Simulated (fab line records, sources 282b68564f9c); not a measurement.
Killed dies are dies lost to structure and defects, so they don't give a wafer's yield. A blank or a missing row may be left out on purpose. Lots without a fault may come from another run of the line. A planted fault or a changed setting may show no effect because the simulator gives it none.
Which tool did it? | flow rit_cmos | 14 lots, 42 wafers sampled, at 2 steps of a route of 202

WHAT THE GAUGES READ, wafer by wafer
The record holds no reading of a measuring or inspecting step that can be judged against a usual standard deviation.

WHICH TOOL RAN EACH LOT (tool, then ch and the chambers of the sampled wafers, then the start)
lot  | RIT_SILICIDE_WET_ETCH_00       | RIT_M1_PROBE_99
L328 | wet_bench-04 ch 0, day 3 08:38 | -
L331 | wet_bench-04 ch 2, day 3 22:22 | -
L332 | wet_bench-04 ch 3, day 4 00:47 | -
L333 | wet_bench-03 ch 3, day 4 07:14 | -
L334 | wet_bench-04 ch 3, day 4 10:43 | -
L335 | wet_bench-04 ch 2, day 4 15:45 | -
L336 | wet_bench-03 ch 1, day 5 01:37 | -
L340 | wet_bench-02 ch 0, day 5 22:20 | -
L345 | wet_bench-04 ch 3, day 6 21:22 | -
L346 | wet_bench-04 ch 1, day 7 01:19 | prober-02, day 7 08:19
L347 | wet_bench-03 ch 0, day 7 07:11 | prober-01, day 7 14:09
L349 | wet_bench-03 ch 2, day 7 18:34 | -
L350 | wet_bench-02 ch 3, day 7 20:05 | -
L351 | wet_bench-03 ch 3, day 8 04:17 | -
- RIT_SILICIDE_WET_ETCH_00: etches SiO2 in BOE, target depth 14 nm, time 15 s.
- RIT_M1_PROBE_99

WHAT THE TOOLS THEMSELVES READ (means of the sampled wafers that have a number; where no wafer has one, the mark that the record gives instead)
RIT_SILICIDE_WET_ETCH_00. Usual: bath_heat_duty_pct 1.8 %, standard deviation 0.4; temp_c 21.50 C, standard deviation 0.11.
lot  | tool         | bath_heat_duty_pct (%) | temp_c (C) | flag
L328 | wet_bench-04 | 1.8                    | 21.58      |
L331 | wet_bench-04 | 1.8                    | 21.37      |
L332 | wet_bench-04 | 1.6                    | 21.56      |
L333 | wet_bench-03 | 2.4                    | 21.56      |
L334 | wet_bench-04 | 1.4                    | 21.50      |
L335 | wet_bench-04 | 1.7                    | 21.36      |
L336 | wet_bench-03 | 1.7                    | 21.65      |
L340 | wet_bench-02 | 1.8                    | 21.45      |
L345 | wet_bench-04 | 1.3                    | 21.45      |
L346 | wet_bench-04 | -                      | -          | OFF
L347 | wet_bench-03 | -                      | -          | OFF
L349 | wet_bench-03 | 1.7                    | 21.52      |
L350 | wet_bench-02 | 1.8                    | 21.43      |
L351 | wet_bench-03 | 1.9                    | 21.46      |

RIT_M1_PROBE_99. Usual: killed_at_contacts 0.1, standard deviation 0.23; killed_at_front_end 6.7, standard deviation 2.7; killed_dies 6.7, standard deviation 2.7; killed_on_rim 1.8, standard deviation 1.2; killed_open 3.2, standard deviation 1.8; killed_short 3.5, standard deviation 1.9.
lot  | tool      | killed_at_contacts | killed_at_front_end | killed_dies | killed_on_rim | killed_open | killed_short | flag
L346 | prober-02 | 0.0                | 264.0               | 264.0       | 70.0          | 5.3         | 6.0          | OFF
L347 | prober-01 | 0.3                | 263.7               | 264.0       | 70.0          | 2.0         | 3.7          | OFF

THE ANSWER, worked out from the rows above alone
Rule: a lot is off if the mean of its wafers that have a number lies more than 3 standard deviations from the usual mean. A lot without any number at a reading at which 4 lots or more have one is off too. The other lots that the step has rows for count as sound. The gauges are gone through in route order, then the tools' own readings, and for those a lot's mean is taken as printed above. The first step at which some lot is off is used, and at that step the reading that is off furthest; a lot without a number counts as furthest.
Off: L346, L347, at RIT_SILICIDE_WET_ETCH_00 (bath_heat_duty_pct). Without a number there: L346, L347.
A tool fits if, at that step or a process step before it, it ran every lot that is off, and no sound lot after the first of them. None of those tried fits.

WHAT THE SIMULATOR HAD PUT IN
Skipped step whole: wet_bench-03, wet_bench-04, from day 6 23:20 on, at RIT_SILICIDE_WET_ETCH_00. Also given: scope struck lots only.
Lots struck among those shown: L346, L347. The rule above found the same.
